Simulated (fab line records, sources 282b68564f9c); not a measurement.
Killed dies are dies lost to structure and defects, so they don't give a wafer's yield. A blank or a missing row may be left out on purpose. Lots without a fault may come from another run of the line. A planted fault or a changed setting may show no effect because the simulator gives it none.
fab line records | flow rit_cmos
record lots=5 wafers=23
route steps=202 shown M1@192
start_h: hours from the record's first day to the start of the lot's first wafer shown | wait_h: hours since the lot's step before | " the same as in the row above | L1.1+2: a row that stands for several wafers | - no value, or no start given | * or withheld: withheld | < > ~ a bound
route shown NAME@n: a module of which the file shows steps, and the number in the route of the first | usual: mean/standard deviation of fault-free wafers | same: alike in all rows | chamber/n: place in a boat | sites: the reading at each site | _std_site: their standard deviation | _edge_site: outer sites' mean less inner sites' | radius_mm: how far each site lies from the wafer's centre | mask NAME#n: copy n | behind: the tool/chamber that last shaped the wafer | hold: why the lot was held/for how many hours/how that ended | device: the transistor (n, p or np) that didn't switch | end of line: the same wafers' tests at the end of the route | a step without rows: its recipe alone | killed: dies lost to structure and defects at the first sort, not the wafer's yield | map: a wafer's dies, x killed, . not, _ none there
set.NAME: the setting as run; set.NAME@STEP: as run at that earlier step | model.NAME: the simulator's own value behind a step, which no gauge read
lots whose settings were changed on purpose; a table a step, a row a wafer
## steps
# step RIT_M1_DEVELOP_08
# recipe resist=NOVOLAK develop_time_s=68 dev_temp_c=23
# columns lot.wafer tool chamber start_h wait_h set.develop_time_s set.spin_rpm@M1_COAT_04 model.NOVOLAK_of_M1_COAT_04.thk_nm
L078.2 litho_track-03 0 - - 60.73 2000 1306
L078.3 " 0 " " 60.73 2000 1308
L078.4 " 0 " " 60.73 2000 1307
L078.5 " 0 " " 68 2000 1303
L078.6 " 0 " " 68 2000 1309
L080.2 litho_track-01 0 - - 68 2000 1296
L080.4 " 0 " " 68 2000 1295
L080.6 " 0 " " 68 2000 1301
L082.1 litho_track-01 0 - - 68 2000 1288
L082.2 " 0 " " 57.91 2000 1293
L082.3 " 0 " " 57.91 2000 1290
L082.4 " 0 " " 68 2122 1253
L082.5 " 0 " " 68 2122 1261
L083.1 litho_track-02 0 - - 68 2000 1298
L083.2 " 0 " " 68 2115 1262
L083.3 " 0 " " 68 2000 1311
L083.4 " 0 " " 71.48 2115 1260
L083.6 " 0 " " 71.48 2000 1309
L084.2 litho_track-02 0 - - 65.29 2000 1300
L084.3 " 0 " " 68 2143 1260
L084.4 " 0 " " 65.29 2143 1260
L084.5 " 0 " " 68 2143 1261
L084.6 " 0 " " 65.29 2000 1304
# step RIT_M1_CD_MEAS_09
# recipe target_cd_nm=2600
# usual cd_nm=2600.9/1.9
# columns lot.wafer tool chamber start_h wait_h set.spin_rpm@M1_COAT_04 set.develop_time_s@M1_DEVELOP_08 cd_nm
L078.2 cd_sem-01 - 75.35 - 2000 60.73 2610.8
L078.3 " - " " 2000 60.73 2612.8
L078.4 " - " " 2000 60.73 2610.5
L078.5 " - " " 2000 68 2600.1
L078.6 " - " " 2000 68 2600.9
L080.2 cd_sem-01 - 84.13 - 2000 68 2599.0
L080.4 " - " " 2000 68 2599.0
L080.6 " - " " 2000 68 2601.4
L082.1 cd_sem-01 - 94.36 - 2000 68 2600.0
L082.2 " - " " 2000 57.91 2616.3
L082.3 " - " " 2000 57.91 2615.5
L082.4 " - " " 2122 68 2595.6
L082.5 " - " " 2122 68 2597.1
L083.1 cd_sem-01 - 99.04 - 2000 68 2602.4
L083.2 " - " " 2115 68 2598.3
L083.3 " - " " 2000 68 2603.5
L083.4 " - " " 2115 71.48 2595.2
L083.6 " - " " 2000 71.48 2600.9
L084.2 cd_sem-01 - 103.97 - 2000 65.29 2608.1
L084.3 " - " " 2143 68 2597.0
L084.4 " - " " 2143 65.29 2601.9
L084.5 " - " " 2143 68 2600.2
L084.6 " - " " 2000 65.29 2607.9
# step RIT_M1_HARDBAKE_11
# recipe resist=NOVOLAK temp_c=140 time_s=120
# columns lot.wafer tool chamber start_h wait_h set.spin_rpm@M1_COAT_04 model.NOVOLAK_of_M1_COAT_04.thk_nm
L078.2+4 litho_track-01 0 75.53 0.1 2000 1143
L078.3 " 0 " " 2000 1144
L078.5 " 0 " " 2000 1140
L078.6 " 0 " " 2000 1145
L080.2+4 litho_track-03 0 84.30 0.1 2000 1133
L080.6 " 0 " " 2000 1138
L082.1 litho_track-01 0 94.51 0.0 2000 1136
L082.2 " 0 " " 2000 1131
L082.3 " 0 " " 2000 1137
L082.4 " 0 " " 2122 1105
L082.5 " 0 " " 2122 1104
L083.1+3 litho_track-01 0 99.20 0.0 2000 1136
L083.2 " 0 " " 2115 1105
L083.4 " 0 " " 2115 1103
L083.6 " 0 " " 2000 1134
L084.2 litho_track-01 0 104.15 0.1 2000 1138
L084.3 " 0 " " 2143 1102
L084.4 " 0 " " 2143 1103
L084.5 " 0 " " 2143 1104
L084.6 " 0 " " 2000 1141
# step RIT_M1_METAL_ETCH_12
# recipe stop_on=SiO2 chemistry=Cl2/BCl3 target=Al time_s=165 over_etch_frac=0.5 pressure_mtorr=100 target_depth_a=6000 rf_w=250 Cl2_flow_sccm=60 bcl3_flow_sccm=50
# columns lot.wafer tool chamber start_h wait_h set.time_s set.spin_rpm@M1_COAT_04 set.develop_time_s@M1_DEVELOP_08 model.NOVOLAK_of_M1_COAT_04.thk_nm model.M1.cd_nm
L078.2 rie_metal-04 0 75.74 0.2 165 2000 60.73 809.9 2611
L078.3 " 0 " " 165 2000 60.73 813.1 2613
L078.4 " 1 " " 165 2000 60.73 815.3 2612
L078.5 " 1 " " 165 2000 68 813.2 2601
L078.6 " 0 " " 165 2000 68 811.4 2600
L080.2 rie_metal-01 1 84.51 0.2 165 2000 68 811.4 2598
L080.4 " 1 " " 165 2000 68 810.4 2600
L080.6 " 1 " " 165 2000 68 817.9 2603
L082.1 rie_metal-03 1 94.76 0.2 141.9 2000 68 856.8 2602
L082.2 " 0 " " 141.9 2000 57.91 849.5 2621
L082.3 " 1 " " 165 2000 57.91 812.1 2615
L082.4 " 0 " " 141.9 2122 68 819.4 2600
L082.5 " 1 " " 165 2122 68 778 2598
L083.1 rie_metal-01 0 99.45 0.2 165 2000 68 799.2 2602
L083.2 " 1 " " 182.8 2115 68 745.7 2595
L083.3 " 1 " " 182.8 2000 68 780.9 2600
L083.4 " 0 " " 182.8 2115 71.48 730.7 2591
L083.6 " 1 " " 165 2000 71.48 810.7 2599
L084.2 rie_metal-04 0 104.36 0.2 165 2000 65.29 805.2 2608
L084.3 " 0 " " 174.9 2143 68 751.1 2596
L084.4 " 1 " " 165 2143 65.29 774 2604
L084.5 " 1 " " 174.9 2143 68 752.1 2601
L084.6 " 0 " " 174.9 2000 65.29 789.3 2607
# step RIT_M1_STRIP_13
# recipe chemistry=nmp resist=NOVOLAK temp_c=80 time_s=600 dry=n2_spin
# step RIT_M1_STRIP_14
# recipe chemistry=O2 time_s=180 platen_temp_c=withheld power_w=500 pressure_mtorr=4000 o2_flow_sccm=4000
# step RIT_M1_CD_MEAS_90
# recipe target_cd_nm=2600
# usual cd_nm=2601.1/2.1
# columns lot.wafer tool chamber start_h wait_h set.develop_time_s@M1_DEVELOP_08 cd_nm
L078.2 cd_sem-01 - 76.27 0.1 60.73 2611.8
L078.3 " - " " 60.73 2612.5
L078.4 " - " " 60.73 2612.0
L078.5 " - " " 68 2601.2
L078.6 " - " " 68 2600.1
L080.2 cd_sem-02 - 85.25 0.1 68 2597.7
L080.4 " - " " 68 2600.0
L080.6 " - " " 68 2602.6
L082.1 cd_sem-02 - 95.27 0.1 68 2602.1
L082.2 " - " " 57.91 2621.3
L082.3 " - " " 57.91 2614.6
L082.4 " - " " 68 2600.3
L082.5 " - " " 68 2597.4
L083.1 cd_sem-02 - 99.96 0.1 68 2602.2
L083.2 " - " " 68 2594.6
L083.3 " - " " 68 2600.0
L083.4 " - " " 71.48 2591.5
L083.6 " - " " 71.48 2599.3
L084.2 cd_sem-02 - 104.89 0.1 65.29 2608.1
L084.3 " - " " 68 2596.1
L084.4 " - " " 65.29 2603.9
L084.5 " - " " 68 2600.5
L084.6 " - " " 65.29 2607.2
# step RIT_M1_ANNEAL_15
# recipe temp_c=450 time_s=1800 ambient=forming_gas_H2N2
# step RIT_M1_PROBE_99
# usual killed_at_contacts=0.1/0.3 killed_at_front_end=7/3.1 killed_dies=7/3.1 killed_open=3.5/2.1 killed_short=3.4/2
# same gross_dies=264 killed_at_M0_to_M3=0 killed_at_M4_up=0 killed_at_back_side=0 killed_at_other=0
# columns lot.wafer tool chamber start_h wait_h set.dev_temp_c@GATE_DEVELOP_15 killed_at_contacts killed_at_front_end killed_dies killed_open killed_short model.etest.pmos_turned.r_on_ohm_um model.etest.pmos_0p15.r_on_ohm_um model.etest.nmos_0p15.r_on_ohm_um
L078.2 prober-01 - 78.14 0.1 23 0 10 10 4 6 3501 2826 1099
L078.3 prober-01 - 78.19 0.2 21.74 0 6 6 2 4 3113 2538 1046
L078.4 prober-01 - 78.24 0.2 21.74 0 5 5 4 1 3184 2564 1058
L078.5 prober-01 - 78.29 0.2 21.74 0 6 6 5 1 3254 2629 1023
L078.6 prober-01 - 78.34 0.2 23 0 3 3 3 0 3378 2754 1083
L080.2 prober-01 - 87.02 0.1 23 0 9 9 6 3 3412 2767 1168
L080.4 prober-01 - 87.12 0.2 23 0 15 15 5 10 3420 2750 1155
L080.6 prober-01 - 87.22 0.2 23 0 8 8 3 5 3350 2650 1142
L082.1 prober-01 - 99.00 0.1 23 0 9 9 1 7 3406 2696 1135
L082.2 prober-01 - 99.05 0.1 25.03 1 10 11 9 1 3718 3024 1249
L082.3 prober-01 - 99.10 0.2 23 0 6 6 2 3 3500 2815 1174
L082.4 prober-01 - 99.15 0.2 23 0 8 8 2 4 3412 2741 1164
L082.5 prober-01 - 99.20 0.2 25.03 0 7 7 3 4 3590 2936 1240
L083.1 prober-02 - 101.70 0.1 23 0 6 6 2 4 3422 2775 1140
L083.2 prober-02 - 101.75 0.1 25.04 0 10 10 6 3 3750 3065 1211
L083.3 prober-02 - 101.80 0.2 25.04 0 10 10 4 4 3637 3013 1170
L083.4 prober-02 - 101.85 0.2 23 0 4 4 2 2 3391 2749 1122
L083.6 prober-02 - 101.95 0.2 25.04 0 8 8 4 4 3736 3102 1239
L084.2 prober-01 - 106.66 0.1 24.45 0 6 6 3 3 3728 3054 1219
L084.3 prober-01 - 106.71 0.2 23 0 7 7 3 4 3504 2826 1160
L084.4 prober-01 - 106.76 0.2 24.45 0 6 6 3 3 3799 3083 1215
L084.5 prober-01 - 106.81 0.2 23 0 4 4 2 2 3708 3002 1167
L084.6 prober-01 - 106.86 0.2 24.45 0 11 11 5 6 3891 3140 1201
# killed by level:class
L078.2 GATE:geometric_particle:short=2 REOX:geometric_particle:short=2 FOX1:geometric_particle:short=1 FOX2:geometric_particle:open=1 GATE:geometric_particle:open=1 REOX:geometric_particle:open=1 SPACER:geometric_particle:short=1 SPACER:geometric_particle:open=1
L078.3 REOX:geometric_particle:short=3 REOX:geometric_particle:open=2 SPACER:geometric_particle:short=1
L078.4 SPACER:geometric_particle:open=2 FOX1:geometric_particle:open=1 GATE:geometric_particle:short=1 REOX:geometric_particle:open=1
L078.5 GATE:geometric_particle:open=4 FOX1:geometric_particle:short=1 FOX1:geometric_particle:open=1
L078.6 REOX:geometric_particle:open=2 GATE:geometric_particle:open=1
L080.2 SILICIDE:geometric_particle:open=3 REOX:geometric_particle:open=2 GATE:geometric_particle:short=1 GATE:geometric_particle:open=1 SPACER:geometric_particle:short=1 SILICIDE:geometric_particle:short=1
L080.4 GATE:geometric_particle:short=4 FOX2:geometric_particle:short=3 GATE:geometric_particle:open=3 REOX:geometric_particle:open=2 FOX1:geometric_particle:short=1 REOX:geometric_particle:short=1 SPACER:geometric_particle:short=1
L080.6 FOX1:geometric_particle:short=2 GATE:geometric_particle:short=2 FOX1:geometric_particle:open=1 REOX:geometric_particle:short=1 REOX:geometric_particle:open=1 SILICIDE:geometric_particle:open=1
L082.1 FOX1:geometric_particle:short=2 SILICIDE:geometric_particle:short=2 FOX1:geometric_particle:open=1 GATE:geometric_particle:short=1 REOX:geometric_particle:short=1 SPACER:geometric_particle:short=1 GATE:coat_microbubble_printed=1
L082.2 GATE:geometric_particle:open=3 SPACER:geometric_particle:open=2 FOX1:geometric_particle:short=1 FOX1:geometric_particle:open=1 REOX:geometric_particle:open=1 SILICIDE:geometric_particle:open=1 CONTACT:geometric_particle:open=1 GATE:area_develop=1
L082.3 GATE:geometric_particle:short=1 SPACER:geometric_particle:short=1 SPACER:geometric_particle:open=1 SILICIDE:geometric_particle:short=1 SILICIDE:geometric_particle:open=1 GATE:area_etch=1
L082.4 GATE:geometric_particle:short=2 GATE:coat_microbubble_printed=2 FOX1:geometric_particle:short=1 FOX2:geometric_particle:open=1 REOX:geometric_particle:open=1 SPACER:geometric_particle:short=1
L082.5 SPACER:geometric_particle:short=2 FOX1:geometric_particle:open=1 FOX2:geometric_particle:short=1 FOX2:geometric_particle:open=1 GATE:geometric_particle:open=1 REOX:geometric_particle:short=1
L083.1 GATE:geometric_particle:short=2 SPACER:geometric_particle:short=2 GATE:geometric_particle:open=1 SPACER:geometric_particle:open=1
L083.2 GATE:geometric_particle:short=2 GATE:geometric_particle:open=2 FOX1:geometric_particle:open=1 FOX2:geometric_particle:open=1 SPACER:geometric_particle:short=1 SPACER:geometric_particle:open=1 SILICIDE:geometric_particle:open=1 GATE:area_develop=1
L083.3 GATE:geometric_particle:open=3 GATE:geometric_particle:short=2 GATE:area_develop=2 SPACER:geometric_particle:short=1 SILICIDE:geometric_particle:open=1 SILICIDE:geometric_particle:short=1
L083.4 GATE:geometric_particle:short=2 GATE:geometric_particle:open=1 SILICIDE:geometric_particle:open=1
L083.6 GATE:geometric_particle:open=2 GATE:geometric_particle:short=2 SILICIDE:geometric_particle:short=2 FOX2:geometric_particle:open=1 REOX:geometric_particle:open=1
L084.2 GATE:geometric_particle:short=2 SPACER:geometric_particle:open=2 SPACER:geometric_particle:short=1 SILICIDE:geometric_particle:open=1
L084.3 FOX1:geometric_particle:short=1 FOX2:geometric_particle:short=1 FOX2:geometric_particle:open=1 GATE:geometric_particle:short=1 GATE:geometric_particle:open=1 REOX:geometric_particle:open=1 SPACER:geometric_particle:short=1
L084.4 GATE:geometric_particle:open=2 FOX1:geometric_particle:open=1 FOX2:geometric_particle:short=1 GATE:geometric_particle:short=1 SILICIDE:geometric_particle:short=1
L084.5 GATE:geometric_particle:open=2 GATE:geometric_particle:short=1 REOX:geometric_particle:short=1
L084.6 GATE:geometric_particle:open=4 GATE:geometric_particle:short=2 SPACER:geometric_particle:short=2 FOX2:geometric_particle:short=1 REOX:geometric_particle:open=1 SILICIDE:geometric_particle:short=1
## key
split step=RIT_M1_DEVELOP_08 setting=develop_time_s stated=68 by=wafer
response step=RIT_M1_CD_MEAS_09 reading=cd_nm change=-1.15 per=1% r=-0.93
response step=RIT_M1_METAL_ETCH_12 reading=model.M1.cd_nm change=-1.16 per=1% r=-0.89
response step=RIT_M1_CD_MEAS_90 reading=cd_nm change=-1.17 per=1% r=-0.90
split step=RIT_M1_METAL_ETCH_12 setting=time_s stated=165 by=wafer
response step=RIT_M1_METAL_ETCH_12 reading=model.NOVOLAK_of_M1_COAT_04.thk_nm slope=-2.94 per=1% together_with=spin_rpm@M1_COAT_04 explained=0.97
split outside_this_file step=RIT_GATE_DEVELOP_15 setting=dev_temp_c
split outside_this_file step=RIT_M1_COAT_04 setting=spin_rpm
# split outside_this_file: this setting was split too, and the file shows its column; the key of that split is in another file
